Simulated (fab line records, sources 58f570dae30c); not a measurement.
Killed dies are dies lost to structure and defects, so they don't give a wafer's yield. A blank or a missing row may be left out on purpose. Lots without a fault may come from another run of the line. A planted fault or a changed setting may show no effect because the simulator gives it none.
A struck lot beside a sound one | flow berkeley_cmos170 | 24 steps out of a route of 331
Sound: wafers L144.1, L144.3, L144.4. Struck: wafers L156.1, L156.2, L156.5. The cause comes at the end.
At each step with rows: each side's tool, then ch and its chambers, then its first start. Under that, the readings that differ: sound wafers | struck wafers | difference of the means | sigmas: that difference in standard deviations of wafers without a fault.
alike: readings whose means differ by less than 2 such deviations, and words and numbers that are the same on both sides. not compared: withheld readings, readings that some wafer has no value for, bounds like >300 that may hide the same value, and numbers for which the record gives no deviation and whose values overlap.
The two part at a step that has a row with sigmas, a row that says differs or no value, or rows on one side only. Numbers that don't overlap but have no deviation are shown without sigmas and don't part them. A reading that every wafer of one side lacks parts them only if that side has two wafers or more.

first, 6 steps without rows for these wafers: UCB170_ZERO_HMDS_00 (prime time 60 s); UCB170_ZERO_COAT_01 (resist thk 900 nm); UCB170_ZERO_SOFTBAKE_02 (time 60 s); UCB170_ZERO_EXPOSE_03 (exposes mask PM MARKS, target cd 4000 nm); UCB170_ZERO_PEB_04; UCB170_ZERO_DEVELOP_05 (develop time 45 s).
UCB170_ZERO_ETCH_06: etches SiO2 in CHF3/CF4/Ar, time 12 s.
  sound on rie_diel-01 ch 1,2,3, day 1 22:36; struck on rie_diel-03 ch 2,3, day 4 12:19
  reading                | sound          | struck         | difference | sigmas
  throttle_valve_pct (%) | 9.36 9.54 9.31 | 8.97 9.14 9.16 | -0.31      | -2
  alike: drypump_motor_current_A, oes_product_au
  not compared: rf_hours_counter_h
UCB170_ZERO_STRIP_07: strips in O2.
  sound on plasma_asher-02 ch 0,1, day 1 22:37; struck on plasma_asher-04 ch 0,1, day 4 12:20
  alike: drypump_motor_current_A, o2_flow_sccm, oes_product_au, strip_time_to_endpoint_s
  not compared: rf_hours_counter_h
then, 2 steps without rows for these wafers: UCB170_NWELL_WET_ETCH_00 (etches SiO2 in dHF, time 200 s); UCB170_NWELL_OXIDATION_01 (target thk 26.4 nm, ox time 1260 s).
UCB170_NWELL_THK_MEAS_02:
  sound on film_metro-02, day 2 03:35; struck on film_metro-04, day 4 19:55
  alike: NWELL_OXIDE_THK
then, 1 step without rows for these wafers: UCB170_NWELL_ANNEAL_03 (time 900 s).
UCB170_NWELL_CVD_04: deposits Si3N4 from SiH2Cl2/NH3, target thk 224 nm, time 3360 s.
  sound on lpcvd-01 ch 0, day 2 08:38; struck on lpcvd-01 ch 1, day 5 02:10
  reading                                 | sound             | struck            | difference | sigmas
  spike_tc_centre_C (C)                   | 804.2 803.8 803.5 | 837.3 837.5 839.6 | +34.3      | +26
  spike_tc_load_C (C)                     | 825.0 824.5 824.1 | 860.6 859.1 860.8 | +35.6      | +27
  spike_tc_source_C (C)                   | 826.7 826.9 824.6 | 857.5 860.3 860.7 | +33.4      | +12
  susceptor_temp_C (C)                    | 799.5 800.0 799.5 | 834.3 834.5 834.8 | +34.9      | +94
  zone_power_load_pct (%)                 | 21.1 20.7 21.2    | 24.5 24.0 24.3    | +3.3       | +6
  model.Si3N4_of_NWELL_CVD_04.thk_nm (nm) | 221.9 223 222.7   | 378.5 379.4 379.3 | +156.5     |
UCB170_NWELL_THK_MEAS_05:
  sound on film_metro-03, day 2 10:34; struck on film_metro-02, day 5 04:06
  reading                | sound             | struck            | difference | sigmas
  NWELL_NITRIDE_THK (nm) | 221.9 223.1 222.7 | 378.4 379.5 379.5 | +156.6     | +82
then, 6 steps without rows for these wafers: UCB170_NWELL_HMDS_06 (prime time 60 s); UCB170_NWELL_COAT_07 (resist thk 900 nm); UCB170_NWELL_SOFTBAKE_08 (time 60 s); UCB170_NWELL_EXPOSE_09 (exposes mask NWELL, target cd 3000 nm); UCB170_NWELL_PEB_10; UCB170_NWELL_DEVELOP_11 (develop time 45 s).
UCB170_NWELL_OVL_MEAS_12:
  sound on overlay-02, day 2 11:50; struck on overlay-02, day 5 05:00
  alike: NWELL_OVL
UCB170_NWELL_ETCH_13: etches Si3N4 in CH3F/Ar/O2, stops on SiO2, target depth 246.4 nm, time 154 s.
  sound on rie_diel-03 ch 0,1,2, day 2 11:52; struck on rie_diel-01 ch 0,2, day 5 05:02
  reading                  | sound             | struck            | difference | sigmas
  oes_product_au (a.u.)    | 0.926 0.945 0.947 | 0.987 0.996 0.990 | +0.052     | +4
  model.etch.depth_nm (nm) | 221.9 223 222.7   | 245.7 247.8 245.6 | +23.8      |
  alike: drypump_motor_current_A, throttle_valve_pct
  not compared: rf_hours_counter_h
then, 1 step without rows for these wafers: UCB170_NWELL_IMPLANT_14.
-- the record jumps here: 7 days lie between the struck wafers' starts before and after (it left off in module NWELL and takes up again in module M3, whose first step shown is number 331 of the route) --
UCB170_M3_PROBE_99:
  the record has rows for the struck wafers here (prober-02, day 12 05:41) and none for the sound ones

WHERE THEY PART
First at UCB170_ZERO_ETCH_06; last, within this record, at UCB170_M3_PROBE_99.

WHY: what the simulator had put in
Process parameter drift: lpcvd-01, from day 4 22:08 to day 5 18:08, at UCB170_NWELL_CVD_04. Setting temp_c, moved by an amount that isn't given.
